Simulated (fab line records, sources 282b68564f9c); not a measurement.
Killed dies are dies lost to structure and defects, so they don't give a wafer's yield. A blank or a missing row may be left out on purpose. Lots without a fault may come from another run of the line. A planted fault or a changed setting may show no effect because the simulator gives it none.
A struck lot beside a sound one | flow rit_cmos | 43 steps out of a route of 202
Sound: wafers L514.1, L514.5, L514.6. Struck: wafers L522.3, L522.5, L522.6. The cause comes at the end.
At each step with rows: each side's tool, then ch and its chambers, then its first start. Under that, the readings that differ: sound wafers | struck wafers | difference of the means | sigmas: that difference in standard deviations of wafers without a fault.
alike: readings whose means differ by less than 2 such deviations, and words and numbers that are the same on both sides. not compared: withheld readings, readings that some wafer has no value for, bounds like >300 that may hide the same value, and numbers for which the record gives no deviation and whose values overlap.
The two part at a step that has a row with sigmas, a row that says differs or no value, or rows on one side only. Numbers that don't overlap but have no deviation are shown without sigmas and don't part them. A reading that every wafer of one side lacks parts them only if that side has two wafers or more.

first, 2 steps without rows for these wafers: RIT_NLDD_HARDBAKE_07 (time 60 s); RIT_NLDD_IMPLANT_08.
RIT_NLDD_STRIP_09: strips in O2, time 180 s.
  sound on plasma_asher-02 ch 0,1, day 3 03:45; struck on plasma_asher-02 ch 0,1, day 4 22:12
  alike: drypump_motor_current_A
  not compared: rf_hours_counter_h
RIT_NLDD_TW_MEAS_10:
  sound on film_metro-02, day 3 03:55; struck on film_metro-02, day 4 22:20
  alike: NLDD_TW
then, 6 steps without rows for these wafers: RIT_PLDD_HMDS_00 (prime time 60 s); RIT_PLDD_COAT_01 (resist thk 1000 nm); RIT_PLDD_SOFTBAKE_02 (time 60 s); RIT_PLDD_EXPOSE_03 (exposes mask M8, target cd 40900 nm); RIT_PLDD_PEB_04; RIT_PLDD_DEVELOP_05 (develop time 50 s).
RIT_PLDD_OVL_MEAS_06:
  sound on overlay-02, day 3 04:58; struck on overlay-02, day 4 23:28
  alike: PLDD_OVL
then, 1 step without rows for these wafers: RIT_PLDD_HARDBAKE_07 (time 60 s).
RIT_PLDD_IMPLANT_08:
  sound on implanter-02 ch 0, day 3 05:08; struck on implanter-04 ch 0, day 4 23:50
  reading                   | sound             | struck            | difference | sigmas
  implant_ion_amu           | 49 49 49          | 75 75 75          | +26        |
  model.implant.drp_nm (nm) | 9.752 9.752 9.752 | 7.212 7.212 7.212 | -2.540     |
  model.implant.rp_nm (nm)  | 16.93 16.93 16.93 | 15.96 15.96 15.96 | -0.97      |
  alike: beam_energy_keV, faraday_current_uA
RIT_PLDD_STRIP_09: strips in O2, time 180 s.
  sound on plasma_asher-04 ch 0,1, day 3 05:17; struck on plasma_asher-02 ch 0,1, day 5 00:00
  alike: drypump_motor_current_A
  not compared: rf_hours_counter_h
RIT_PLDD_TW_MEAS_10:
  sound on film_metro-01, day 3 05:28; struck on film_metro-02, day 5 00:08
  reading | sound          | struck         | difference | sigmas
  PLDD_TW | 2354 2339 2338 | 3012 3006 3008 | +665       | +42
then, 4 steps without rows for these wafers: RIT_SPACER_CLEAN_00 (cleans in SC1, time 600 s); RIT_SPACER_CLEAN_01 (cleans in dHF, time 30 s); RIT_SPACER_CLEAN_02 (cleans in SC2, time 600 s); RIT_SPACER_CVD_03 (deposits Si3N4 from SiH2Cl2/NH3, target thk 250 nm, time 3300 s).
RIT_SPACER_THK_MEAS_04:
  sound on film_metro-04, day 3 08:47; struck on film_metro-04, day 5 03:29
  alike: SPACER_NITRIDE_THK
RIT_SPACER_ETCHBACK_05: etches Si3N4 in SF6/CHF3, stops on SiO2, target depth 250 nm, time 240 s.
  sound on rie_diel-01 ch 0,2,3, day 3 08:50; struck on rie_diel-03 ch 0,1,2, day 5 03:31
  reading                | sound             | struck           | difference | sigmas
  throttle_valve_pct (%) | 10.47 10.41 10.24 | 10.18 9.99 10.02 | -0.31      | -2
  alike: drypump_motor_current_A, oes_product_au
  not compared: rf_hours_counter_h
then, 6 steps without rows for these wafers: RIT_NSD_HMDS_00 (prime time 60 s); RIT_NSD_COAT_01 (resist thk 1000 nm); RIT_NSD_SOFTBAKE_02 (time 60 s); RIT_NSD_EXPOSE_03 (exposes mask M9, target cd 40700 nm); RIT_NSD_PEB_04; RIT_NSD_DEVELOP_05 (develop time 52.14 s).
RIT_NSD_OVL_MEAS_06:
  sound on overlay-01, day 3 09:50; struck on overlay-02, day 5 04:40
  alike: NSD_OVL
then, 2 steps without rows for these wafers: RIT_NSD_HARDBAKE_07 (time 60 s); RIT_NSD_IMPLANT_08.
RIT_NSD_STRIP_09: strips in O2, time 180 s.
  sound on plasma_asher-02 ch 0,1, day 3 10:11; struck on plasma_asher-03 ch 0,1, day 5 05:02
  alike: drypump_motor_current_A
  not compared: rf_hours_counter_h
RIT_NSD_TW_MEAS_10:
  sound on film_metro-02, day 3 10:22; struck on film_metro-01, day 5 05:11
  reading | sound          | struck         | difference | sigmas
  NSD_TW  | 3139 3153 3143 | 3104 3096 3077 | -53        | -2
then, 6 steps without rows for these wafers: RIT_PSD_HMDS_00 (prime time 60 s); RIT_PSD_COAT_01 (resist thk 1000 nm); RIT_PSD_SOFTBAKE_02 (time 60 s); RIT_PSD_EXPOSE_03 (exposes mask M10, target cd 40900 nm); RIT_PSD_PEB_04; RIT_PSD_DEVELOP_05 (develop time 50 s).
RIT_PSD_OVL_MEAS_06:
  sound on overlay-01, day 3 11:19; struck on overlay-02, day 5 06:13
  alike: PSD_OVL
then, 2 steps without rows for these wafers: RIT_PSD_HARDBAKE_07 (time 60 s); RIT_PSD_IMPLANT_08.
RIT_PSD_STRIP_09: strips in O2, time 180 s.
  sound on plasma_asher-03 ch 0,1, day 3 11:40; struck on plasma_asher-03 ch 0,1, day 5 06:35
  alike: drypump_motor_current_A
  not compared: rf_hours_counter_h
RIT_SDANNEAL_RS_MEAS_06: measures by four-point-probe.
  sound on film_metro-02, day 3 12:34; struck on film_metro-03, day 5 07:29
  reading          | sound             | struck         | difference | sigmas
  PLDD_RS (ohm/sq) | 178.5 178.7 179.1 | 68.9 68.6 68.6 | -110.1     | -99 or more

WHERE THEY PART
First at RIT_PLDD_TW_MEAS_10; last, within this record, at RIT_SDANNEAL_RS_MEAS_06.

WHY: what the simulator had put in
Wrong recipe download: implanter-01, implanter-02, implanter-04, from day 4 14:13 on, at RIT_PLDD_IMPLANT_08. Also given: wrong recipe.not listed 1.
